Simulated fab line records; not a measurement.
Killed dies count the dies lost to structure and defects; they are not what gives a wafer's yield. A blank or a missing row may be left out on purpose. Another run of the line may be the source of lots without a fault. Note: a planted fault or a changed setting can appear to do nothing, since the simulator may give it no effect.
A lot that was struck, set against a sound lot ; flow ritCmos ; 17 out of 202 route steps
Sound: the wafers L843.3, L843.4, L843.5. The struck wafers were L837.2, L837.3, L837.4. At the end, the cause is stated.
Order at every step that has rows: each side's tool, ch and its chambers, its first start. Under that, the readings that differ: sound wafers ; struck wafers ; difference of the means ; sigmas: that difference in standard deviations of wafers without a fault.
alike: words and numbers the same on both sides, and readings whose means are apart by under 2 such deviations; not compared: readings that were withheld, readings missing a value for some wafer, numbers with overlapping values and no deviation given by the record, and bounds like >300 which may hide the same value.
Wherever a step has rows on one side only, a row that says differs or no value, or a row with sigmas, the two part there. When numbers do not overlap yet have no deviation, they are printed without sigmas and do not part them. A reading missing from all wafers of one side parts the sides only when that side holds two or more wafers.

RIT_NWELL_TW_MEAS_10:
  sound: filmMetro-04 at day 4 13:49; struck: filmMetro-03 at day 3 08:32
  alike: NWELL_TW
then, 6 steps without rows for these wafers: RIT_PWELL_HMDS_00 (prime time 60 s); RIT_PWELL_COAT_01 (resist thk 1300 nm); RIT_PWELL_SOFTBAKE_02 (time 60 s); RIT_PWELL_EXPOSE_03 (exposes mask M3, target cd 43700 nm); RIT_PWELL_PEB_04; RIT_PWELL_DEVELOP_05 (develop time 68 s).
RIT_PWELL_OVL_MEAS_06:
  sound: overlay-02 at day 4 14:52; struck: overlay-01 at day 3 09:37
  alike: PWELL_OVL
then, 2 steps without rows for these wafers: RIT_PWELL_HARDBAKE_07 (time 120 s); RIT_PWELL_IMPLANT_08.
RIT_PWELL_STRIP_09: strips in O2, time 180 s.
  sound on plasmaAsher-03 ch 0,1, day 4 15:21; struck on plasmaAsher-03 ch 0,1, day 3 10:03
  alike: drypumpMotorCurrentA
  not compared: rfHoursCounterH
RIT_PWELL_TW_MEAS_10:
  sound: filmMetro-01 at day 4 15:29; struck: filmMetro-03 at day 3 10:14
reading;sound;struck;difference;sigmas
PWELL_TW;961 966 969;952 951 950;-14;-2
RIT_WELLDRIVE_ANNEAL_00: time 14700 s.
  sound on furnace-04 ch 0, day 4 15:41; struck on furnace-02 ch 0, day 3 10:17
reading;sound;struck;difference;sigmas
runLengthS (s);18246 18246 18246;23418 23418 23418;+5172;+99 or more
  alike: tube_center_temp_C_max
RIT_WELLDRIVE_RS_MEAS_01: measurement is done with a four-point probe.
  sound: filmMetro-03 at day 4 20:49; struck: filmMetro-04 at day 3 15:23
reading;sound;struck;difference;sigmas
NWELL_RS (ohm/sq);275.7 275.9 275.7;261.5 261.0 260.8;-14.7;-17
RIT_WELLDRIVE_RS_MEAS_02: measurement is done with a four-point probe.
  sound: filmMetro-03 at day 4 20:56; struck: filmMetro-04 at day 3 15:30
reading;sound;struck;difference;sigmas
PWELL_RS (ohm/sq);427.9 428.8 428.5;415.1 415.4 414.4;-13.4;-11
then, 1 step without rows for these wafers: RIT_NRETRO_HMDS_00 (prime time 60 s).
RIT_M1_PROBE_99:
  sound: prober-01 at day 6 01:52; struck: prober-01 at day 4 19:30
reading;sound;struck;difference;sigmas
killedAtContacts;3 1 0;0 0 0;-1;-4
model.etest.nwellPinched.rsOhmSq;344.5 343.1 341.5;315.5 311.2 309.4;-31.0;
model.etest.pwellPinched.rsOhmSq;463.9 462.2 472.1;444.2 445.1 440.2;-22.9;
model.etest.pwell.rsOhmSq;414.3 413.6 415.9;403.9 402.7 403.6;-11.2;
model.etest.nmosNarrow.driveUaUm;247.1 249.4 245.8;265.1 263.7 265.6;+17.4;
model.etest.nmos_0p3.driveUaUm;251.2 254.9 251.8;261.4 260.1 261.4;+8.3;
model.etest.fieldN.vtV (V);34.14 34.56 34.6;33.3 33.19 32.62;-1.4;
model.etest.fieldPMetal.vtV (V);-29.79 -30.21 -30.31;-31.01 -30.61 -31.98;-1.10;
model.etest.fieldP.vtV (V);-12.76 -12.7 -12.73;-13.31 -13.33 -13.19;-0.55;
  alike: killedAtFrontEnd, killedDies, killedOpen, killedShort

## WHERE THEY PART
Earliest at RIT_PWELL_TW_MEAS_10; latest, in this record, at RIT_M1_PROBE_99.

WHY: the cause the simulator had injected
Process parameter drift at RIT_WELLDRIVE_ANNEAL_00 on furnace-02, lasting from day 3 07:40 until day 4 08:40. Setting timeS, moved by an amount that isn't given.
